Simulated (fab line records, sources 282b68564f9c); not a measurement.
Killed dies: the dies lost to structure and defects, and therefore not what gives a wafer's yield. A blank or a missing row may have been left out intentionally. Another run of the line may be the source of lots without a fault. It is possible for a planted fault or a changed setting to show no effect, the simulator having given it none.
The tool behind it: which one? / flow ritCmos / Sampling: 14 lots, 42 wafers, 2 of 202 route steps

## WHAT THE GAUGES READ, wafer by wafer
RIT_WELLDRIVE_RS_MEAS_02: measurement is done with a four-point probe.
lot=L890; measured=day 2 05:32; on=filmMetro-04; PWELL_RS (ohm/sq)=426.3 425.1 426.9
lot=L892; measured=day 2 16:16; on=filmMetro-02; PWELL_RS (ohm/sq)=427.0 426.2 426.3
lot=L893; measured=day 2 21:16; on=filmMetro-03; PWELL_RS (ohm/sq)=425.4 426.3 424.8
lot=L894; measured=day 3 02:22; on=filmMetro-03; PWELL_RS (ohm/sq)=427.6 426.2 426.6
lot=L895; measured=day 3 06:11; on=filmMetro-04; PWELL_RS (ohm/sq)=428.1 427.8 428.1
lot=L896; measured=day 3 13:32; on=filmMetro-03; PWELL_RS (ohm/sq)=425.3 425.5 425.7
lot=L897; measured=day 3 20:31; on=filmMetro-04; PWELL_RS (ohm/sq)=428.0 427.6 428.0
lot=L898; measured=day 4 01:35; on=filmMetro-03; PWELL_RS (ohm/sq)=423.0 421.5 423.6
lot=L900; measured=day 4 09:12; on=filmMetro-03; PWELL_RS (ohm/sq)=419.9 420.1 419.7
lot=L907; measured=day 5 18:54; on=filmMetro-02; PWELL_RS (ohm/sq)=426.8 427.5 427.6
lot=L908; measured=day 5 22:47; on=filmMetro-02; PWELL_RS (ohm/sq)=426.1 425.8 425.6
lot=L909; measured=day 6 06:51; on=filmMetro-04; PWELL_RS (ohm/sq)=425.4 426.0 425.1
lot=L911; measured=day 6 15:12; on=filmMetro-03; PWELL_RS (ohm/sq)=424.7 425.7 426.6
lot=L913; measured=day 7 02:46; on=filmMetro-03; PWELL_RS (ohm/sq)=424.0 423.1 424.8

## WHICH TOOL RAN EACH LOT (tool, then ch and the chambers of the sampled wafers, then the start)
lot=L890; RIT_PWELL_IMPLANT_08=implanter-04 ch 0, day 1 23:44
lot=L892; RIT_PWELL_IMPLANT_08=implanter-01 ch 0, day 2 10:41
lot=L893; RIT_PWELL_IMPLANT_08=implanter-04 ch 0, day 2 14:43
lot=L894; RIT_PWELL_IMPLANT_08=implanter-03 ch 0, day 2 19:59
lot=L895; RIT_PWELL_IMPLANT_08=implanter-01 ch 0, day 3 00:36
lot=L896; RIT_PWELL_IMPLANT_08=implanter-03 ch 0, day 3 06:33
lot=L897; RIT_PWELL_IMPLANT_08=implanter-01 ch 0, day 3 14:55
lot=L898; RIT_PWELL_IMPLANT_08=implanter-01 ch 0, day 3 18:45
lot=L900; RIT_PWELL_IMPLANT_08=implanter-01 ch 0, day 4 02:07
lot=L907; RIT_PWELL_IMPLANT_08=implanter-04 ch 0, day 5 12:48
lot=L908; RIT_PWELL_IMPLANT_08=implanter-04 ch 0, day 5 17:06
lot=L909; RIT_PWELL_IMPLANT_08=implanter-03 ch 0, day 5 23:59
lot=L911; RIT_PWELL_IMPLANT_08=implanter-03 ch 0, day 6 09:37
lot=L913; RIT_PWELL_IMPLANT_08=implanter-03 ch 0, day 6 20:53
- RIT_PWELL_IMPLANT_08

## AS READ BY THE TOOLS THEMSELVES (means over the sampled wafers that have a number; for cases with no such wafer, the mark the record gives instead)
RIT_PWELL_IMPLANT_08.
lot=L890; tool=implanter-04; faradayCurrentUA=223; tiltDeg (degrees)=7.027
lot=L892; tool=implanter-01; faradayCurrentUA=219; tiltDeg (degrees)=7.001
lot=L893; tool=implanter-04; faradayCurrentUA=226; tiltDeg (degrees)=7.007
lot=L894; tool=implanter-03; faradayCurrentUA=226; tiltDeg (degrees)=6.983
lot=L895; tool=implanter-01; faradayCurrentUA=224; tiltDeg (degrees)=6.982
lot=L896; tool=implanter-03; faradayCurrentUA=229; tiltDeg (degrees)=6.980
lot=L897; tool=implanter-01; faradayCurrentUA=228; tiltDeg (degrees)=7.021
lot=L898; tool=implanter-01; faradayCurrentUA=224; tiltDeg (degrees)=3.135
lot=L900; tool=implanter-01; faradayCurrentUA=223; tiltDeg (degrees)=3.116
lot=L907; tool=implanter-04; faradayCurrentUA=221; tiltDeg (degrees)=6.992
lot=L908; tool=implanter-04; faradayCurrentUA=228; tiltDeg (degrees)=6.993
lot=L909; tool=implanter-03; faradayCurrentUA=229; tiltDeg (degrees)=7.009
lot=L911; tool=implanter-03; faradayCurrentUA=224; tiltDeg (degrees)=6.983
lot=L913; tool=implanter-03; faradayCurrentUA=224; tiltDeg (degrees)=6.954

## THE ANSWER, worked out from the rows above alone
Rule: the lots themselves supply what counts as usual. The widest of any qualifying gaps counts: lots, ordered by their means at a reading, are off when they make up no more than a third of the lots, leave a main group of 4 or more, and stand apart from it by 3 or more times the standard deviation of that group's means. The tables above print the reading to a certain number of digits; a main group whose means all agree to those digits is not used. A lot without any number at a reading at which 4 lots or more have one is off too. Where the step has rows for the other lots, those lots are counted as sound. First the gauges in route order, then the tools' own readings, where a lot's mean is used as printed above. At the first step where some lot is off, the reading lying furthest off is the one used; lots without a number count as furthest.
Off at RIT_PWELL_IMPLANT_08 (tiltDeg): L898, L900. The main group: mean 6.994 degrees, standard deviation 0.019.
A tool fits if, at that step or a process step before it, it ran every lot that is off, and no sound lot after the first of them. One candidate fits, namely implanter-01 at RIT_PWELL_IMPLANT_08. A fault onset in the window from L897 (day 3 14:55, its last sound lot) to L898 (day 3 18:45, its first lot off) fits.
The tool's own readings at RIT_PWELL_IMPLANT_08 bear it out: on the lots that are off they differ by more than 5 times the standard deviation of the sound lots' means. tiltDeg reads 3.125 degrees there against 6.994 degrees on the sound lots.

## WHAT THE SIMULATOR HAD INSERTED
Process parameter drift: implanter-01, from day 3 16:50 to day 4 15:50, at RIT_PWELL_IMPLANT_08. Setting tiltDeg shifted by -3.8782 from 7. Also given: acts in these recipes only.
Shown lots that were struck: L898, L900. The rule above reached the same finding.
